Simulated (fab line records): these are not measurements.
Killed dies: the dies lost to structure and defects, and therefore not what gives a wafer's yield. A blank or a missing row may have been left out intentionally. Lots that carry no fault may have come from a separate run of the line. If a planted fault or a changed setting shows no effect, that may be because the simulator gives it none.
Struck lot and sound lot, side by side | flow rit_cmos | 43 steps out of a route of 202
Sound: the wafers L869.2, L869.4, L869.5. Wafers L876.3, L876.4, L876.5 were the ones struck. The cause is named last.
Order at every step that has rows: each side's tool, ch and its chambers, its first start. Under that, the readings that differ: sound wafers | struck wafers | difference of the means | sigmas: that difference in standard deviations of wafers without a fault.
alike: words and numbers the same on both sides, and readings whose means are apart by under 2 such deviations; not compared: readings that were withheld, readings missing a value for some wafer, numbers with overlapping values and no deviation given by the record, and bounds like >300 which may hide the same value.
A row with sigmas, a row that says differs or no value, or rows on one side alone: a step with any of these is where the two part. Numbers that don't overlap but have no deviation are shown without sigmas and don't part them. Lack of a reading on every wafer of one side parts them only where that side has two or more wafers.

first, 4 steps without rows for these wafers: RIT_SDANNEAL_CLEAN_00 (cleans in SC1, time 600 s); RIT_SDANNEAL_CLEAN_01 (cleans in dHF, time 30 s); RIT_SDANNEAL_CLEAN_02 (cleans in SC2, time 600 s); RIT_SDANNEAL_RTA_03 (time 5 s).
RIT_SDANNEAL_RS_MEAS_04: measurement is done with a four-point probe.
  struck on film_metro-04, day 6 09:09; sound on film_metro-04, day 4 23:52
  alike: PSD_RS
RIT_SDANNEAL_RS_MEAS_05: measurement is done with a four-point probe.
  struck on film_metro-04, day 6 09:16; sound on film_metro-04, day 4 23:59
  alike: NSD_RS
RIT_SDANNEAL_RS_MEAS_06: measurement is done with a four-point probe.
  struck on film_metro-04, day 6 09:23; sound on film_metro-04, day 5 00:06
  alike: PLDD_RS
RIT_SDANNEAL_RS_MEAS_07: measurement is done with a four-point probe.
  struck on film_metro-04, day 6 09:31; sound on film_metro-04, day 5 00:13
  alike: NLDD_RS
then, 1 step without rows for these wafers: RIT_SILICIDE_WET_ETCH_00 (etches SiO2 in BOE, target depth 14 nm, time 15 s).
RIT_SILICIDE_SPUTTER_01: material Ti, target thk 30 nm, time 228.9 s.
  struck on pvd_sputter-03, day 6 09:36; sound on pvd_sputter-01, day 5 00:20
  alike: throttle_valve_pct
RIT_SILICIDE_RS_MEAS_02: measurement is done with a four-point probe.
  struck on film_metro-04, day 6 09:47; sound on film_metro-01, day 5 00:31
  alike: SILICIDE_TI_RS
RIT_SILICIDE_THK_MEAS_03: measures by xrf.
  struck on film_metro-04, day 6 09:53; sound on film_metro-01, day 5 00:37
  alike: SILICIDE_TI_THK
RIT_SILICIDE_RTA_04: time 10 s, ramp up 5 s, ramp down 5 s.
  sound on rtp_anneal-02 ch 0, day 5 00:41; struck on rtp_anneal-01 ch 0, day 6 09:58
  alike: wafer_temp_C_max
then, 1 step without rows for these wafers: RIT_SILICIDE_WET_ETCH_05 (etches Ti in SPM, time 120 s).
RIT_SILICIDE_RTA_06: time 10 s, ramp up 5 s, ramp down 10 s.
  sound on rtp_anneal-01 ch 0, day 5 00:47; struck on rtp_anneal-02 ch 0, day 6 10:04
  alike: wafer_temp_C_max
RIT_CONTACT_CVD_00: deposits SiO2 from TEOS, target thk 400 nm, time 61 s.
  sound on pecvd-02 ch 0,1,2, day 5 00:50; struck on pecvd-04 ch 1,2, day 6 10:07
  alike: heater_power_w
RIT_CONTACT_THK_MEAS_01:
  struck on film_metro-04, day 6 10:11; sound on film_metro-01, day 5 00:54
  alike: CONTACT_TEOS_THK
then, 6 steps without rows for these wafers: RIT_CONTACT_HMDS_02 (prime time 60 s); RIT_CONTACT_COAT_03 (resist thk 1000 nm); RIT_CONTACT_SOFTBAKE_04 (time 60 s); RIT_CONTACT_EXPOSE_05 (exposes mask M11, target cd 1000 nm); RIT_CONTACT_PEB_06; RIT_CONTACT_DEVELOP_07 (develop time 125.5 s).
RIT_CONTACT_CD_MEAS_08 targets a cd of 1000 nm.
  struck on cd_sem-02, day 6 11:14; sound on cd_sem-02, day 5 01:56
  alike: cd_nm
RIT_CONTACT_OVL_MEAS_09:
  struck on overlay-01, day 6 11:19; sound on overlay-01, day 5 02:02
  alike: CONTACT_OVL
then, 2 steps without rows for these wafers: RIT_CONTACT_HARDBAKE_10 (time 60 s); RIT_CONTACT_ETCH_11 (etches SiO2 in CHF3/CF4/Ar, stops on TiSi2, target depth 480 nm, time 320 s).
RIT_CONTACT_STRIP_12: strips in O2, time 180 s.
  sound on plasma_asher-02 ch 0,1, day 5 02:25; struck on plasma_asher-02 ch 0,1, day 6 11:45
  alike: drypump_motor_current_A, o2_flow_sccm
  not compared: rf_hours_counter_h
RIT_CONTACT_CD_MEAS_90 targets a cd of 1000 nm.
  struck on cd_sem-01, day 6 11:54; sound on cd_sem-01, day 5 02:37
  alike: cd_nm
then, 2 steps without rows for these wafers: RIT_CONTACT_CLEAN_13 (cleans in SC1, time 600 s); RIT_CONTACT_CLEAN_14 (cleans in SC2, time 600 s).
RIT_M1_SPUTTER_00: material Al, target thk 400 nm, time 488.3 s.
  struck on pvd_sputter-04, day 6 12:21; sound on pvd_sputter-02, day 5 03:04
  alike: throttle_valve_pct
RIT_M1_RS_MEAS_01: measurement is done with a four-point probe.
  struck on film_metro-03, day 6 12:41; sound on film_metro-04, day 5 03:23
  alike: M1_AL_RS
RIT_M1_THK_MEAS_02: measures by xrf.
  struck on film_metro-03, day 6 12:47; sound on film_metro-04, day 5 03:29
  alike: M1_AL_THK
then, 6 steps without rows for these wafers: RIT_M1_HMDS_03 (prime time 60 s); RIT_M1_COAT_04 (resist thk 1300 nm); RIT_M1_SOFTBAKE_05 (time 60 s); RIT_M1_EXPOSE_06 (exposes mask M12, target cd 2600 nm); RIT_M1_PEB_07; RIT_M1_DEVELOP_08 (develop time 70.99 s).
RIT_M1_CD_MEAS_09 targets a cd of 2600 nm.
  struck on cd_sem-01, day 6 13:45; sound on cd_sem-01, day 5 04:26
  reading    | sound                | struck               | difference | sigmas
  cd_nm (nm) | 2598.1 2596.6 2597.4 | 2601.7 2601.6 2603.1 | +4.8       | +2
RIT_M1_OVL_MEAS_10:
  struck on overlay-02, day 6 13:50; sound on overlay-02, day 5 04:32
  reading     | sound          | struck       | difference | sigmas
  M1_OVL (nm) | -2.3 -2.2 -1.8 | -0.7 1.4 2.3 | +3.1       | +2
RIT_M1_PROBE_99:
  struck on prober-01, day 6 16:38; sound on prober-02, day 5 07:16
  reading                           | sound             | struck            | difference | sigmas
  model.etest.npoly_line.rs_ohm_sq  | 17.7 17.79 17.81  | 17.36 17.28 17.28 | -0.46      |
  model.etest.ppoly_line.rs_ohm_sq  | 17.27 17.27 17.41 | 16.74 16.63 16.72 | -0.62      |
  model.etest.npoly_sal.rs_ohm_sq   | 4.574 4.639 4.602 | 4.453 4.414 4.446 | -0.167     |
  model.etest.ppoly_sal.rs_ohm_sq   | 4.502 4.645 4.614 | 4.443 4.412 4.404 | -0.167     |
  model.etest.nplus_sal.rs_ohm_sq   | 4.507 4.566 4.566 | 4.398 4.388 4.399 | -0.151     |
  model.etest.pplus_sal.rs_ohm_sq   | 4.515 4.562 4.585 | 4.422 4.356 4.392 | -0.164     |
  model.etest.pplus_sal.line_ohm_um | 1.288 1.316 1.339 | 1.282 1.283 1.273 | -0.035     |
  alike: killed_at_front_end, killed_dies, killed_open, killed_short
  not compared: model.etest.nplus_sal.line_ohm_um

== WHERE THEY PART ==
Earliest at RIT_M1_CD_MEAS_09; latest, in this record, at RIT_M1_OVL_MEAS_10. Later steps at which nothing parts them and some readings are alike: RIT_M1_PROBE_99.

WHY: whatever the simulator had introduced
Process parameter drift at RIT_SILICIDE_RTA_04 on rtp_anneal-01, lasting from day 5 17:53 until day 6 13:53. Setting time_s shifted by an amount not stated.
